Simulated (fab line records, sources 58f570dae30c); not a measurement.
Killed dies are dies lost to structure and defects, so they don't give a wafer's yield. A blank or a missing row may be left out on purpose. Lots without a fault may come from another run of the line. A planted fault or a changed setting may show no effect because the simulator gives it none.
Which tool did it? | flow berkeley_cmos170 | 6 lots, 18 wafers sampled, at 1 step of a route of 331

WHAT THE GAUGES READ, wafer by wafer
UCB170_M1_RS_MEAS_01: measures by four-point-probe.
lot  | measured     | on            | M1_AL_RS (ohm/sq)
L418 | day 7 08:38  | film_metro-04 | 0.0481 0.0483 0.0478
L419 | day 7 10:16  | film_metro-02 | 0.0478 0.0479 0.0471
L427 | day 8 23:19  | film_metro-03 | 0.0495 0.0489 0.0493
L433 | day 10 04:58 | film_metro-04 | 0.0490 0.0489 0.0485
L440 | day 11 16:08 | film_metro-02 | 0.0495 0.0491 0.0492
L441 | day 12 05:58 | film_metro-03 | 0.0483 0.0480 0.0483

WHICH TOOL RAN EACH LOT (tool, then ch and the chambers of the sampled wafers, then the start)
The record holds no process step before these readings.

THE ANSWER, worked out from the rows above alone
Rule: what is usual is taken from the lots themselves. Put in order of their means at a reading, lots are off if they are a third of the lots or fewer, leave a main group of 4 or more, and stand apart from it by a gap of 3 or more times the standard deviation of the main group's means; of several such gaps the widest counts. A main group whose means are all the same, to the digits that the tables above print for the reading, isn't used. A lot without any number at a reading at which 4 lots or more have one is off too. The other lots that the step has rows for count as sound.
No lot is off at any reading shown: from this, nothing can be told.

WHAT THE SIMULATOR HAD PUT IN
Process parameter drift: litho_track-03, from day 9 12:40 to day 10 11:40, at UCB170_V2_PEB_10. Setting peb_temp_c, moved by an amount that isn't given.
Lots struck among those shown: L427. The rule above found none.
